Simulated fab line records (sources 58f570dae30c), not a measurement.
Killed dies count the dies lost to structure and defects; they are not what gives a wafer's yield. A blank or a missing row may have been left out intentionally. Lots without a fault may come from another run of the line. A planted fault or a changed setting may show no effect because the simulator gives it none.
Struck lot and sound lot, side by side || flow berkeley cmos170 || 22 steps out of a route of 331
Sound: the wafers L318.1, L318.4, L318.5. Wafers L322.2, L322.4, L322.5 were the ones struck. At the end, the cause is stated.
At each step with rows: each side's tool, then ch and its chambers, then its first start. Under that, the readings that differ: sound wafers || struck wafers || difference of the means || sigmas: that difference in standard deviations of wafers without a fault.
alike: a reading whose means differ by less than 2 such deviations, as well as words and numbers matching on both sides. not compared: withheld readings; readings where some wafer has no value; bounds like >300 that might hide an equal value; numbers whose values overlap and for which the record gives no deviation.
Wherever a step has rows on one side only, a row that says differs or no value, or a row with sigmas, the two part there. When numbers do not overlap yet have no deviation, they are printed without sigmas and do not part them. A reading missing from all wafers of one side parts the sides only when that side holds two or more wafers.

first, 6 steps without rows for these wafers: UCB170_NVT_HMDS_00 (prime time 60 s); UCB170_NVT_COAT_01 (resist thk 900 nm); UCB170_NVT_SOFTBAKE_02 (time 60 s); UCB170_NVT_EXPOSE_03 (exposes mask PWELL, target cd 3000 nm); UCB170_NVT_PEB_04; UCB170_NVT_DEVELOP_05 (develop time 45 s).
UCB170_NVT_OVL_MEAS_06:
  struck on overlay-01, day 9 21:49; sound on overlay-02, day 8 19:19
  alike: NVT_OVL
then, 1 step without rows for these wafers: UCB170_NVT_IMPLANT_07.
UCB170_NVT_STRIP_08: strips in O2.
  sound on plasma asher-01 ch 0, day 8 19:31; struck on plasma asher-03 ch 0,1, day 9 22:00
{"reading": "strip time to endpoint s (s)", "sound": "21.66 21.67 21.61", "struck": "21.55 21.53 21.55", "difference": -0.10, "sigmas": -2}
  alike: chamber pressure mTorr, drypump motor current A, oes product au
  not compared: rf hours counter h
UCB170_NVT_TW_MEAS_09:
  struck on film metro-02, day 9 22:07; sound on film metro-03, day 8 19:37
  alike: NVT_TW
then, 2 steps without rows for these wafers: UCB170_NVT_CLEAN_10 (cleans in SPM, time 600 s); UCB170_PVT_HMDS_00 (prime time 60 s).
UCB170_PVT_COAT_01: resist thk 900 nm.
  sound on litho track-03 ch 0, day 8 20:12; struck on litho track-03 ch 0, day 9 22:31
{"reading": "spin speed rpm (rpm)", "sound": "1500.7 1501.7 1501.0", "struck": "1545.8 1545.8 1547.6", "difference": "+45.3", "sigmas": "+51"}
{"reading": "model.KrF_of_PVT_COAT_01.thk nm (nm)", "sound": "898.2 899.4 894.5", "struck": "886.9 891.5 890.7", "difference": -7.7, "sigmas": ""}
then, 3 steps without rows for these wafers: UCB170_PVT_SOFTBAKE_02 (time 60 s); UCB170_PVT_EXPOSE_03 (exposes mask NWELL, target cd 3000 nm); UCB170_PVT_PEB_04.
UCB170_PVT_DEVELOP_05: develop time 45 s.
  sound: litho track-01 ch 0; struck: litho track-01 ch 0
{"reading": "model.KrF_of_PVT_COAT_01.thk nm (nm)", "sound": "884 885.2 880.3", "struck": "872.7 877.3 876.5", "difference": -7.7, "sigmas": ""}
UCB170_PVT_OVL_MEAS_06:
  struck on overlay-02, day 9 23:18; sound on overlay-01, day 8 21:06
  alike: PVT_OVL
then, 1 step without rows for these wafers: UCB170_PVT_IMPLANT_07.
UCB170_PVT_STRIP_08: strips in O2.
  sound on plasma asher-02 ch 0, day 8 21:17; struck on plasma asher-03 ch 1, day 9 23:29
{"reading": "strip time to endpoint s (s)", "sound": "21.56 21.62 21.51", "struck": "21.30 21.42 21.41", "difference": -0.19, "sigmas": -3}
  alike: chamber pressure mTorr, drypump motor current A, oes product au
  not compared: rf hours counter h
UCB170_PVT_TW_MEAS_09:
  struck on film metro-04, day 9 23:35; sound on film metro-02, day 8 21:23
  alike: PVT_TW
then, 1 step without rows for these wafers: UCB170_M3_PROBE_99.

## WHERE THEY PART
Earliest at UCB170_NVT_STRIP_08; latest, in this record, at UCB170_PVT_STRIP_08. Later steps at which nothing parts them and some readings are alike: UCB170_PVT_TW_MEAS_09.

WHY: whatever the simulator had introduced
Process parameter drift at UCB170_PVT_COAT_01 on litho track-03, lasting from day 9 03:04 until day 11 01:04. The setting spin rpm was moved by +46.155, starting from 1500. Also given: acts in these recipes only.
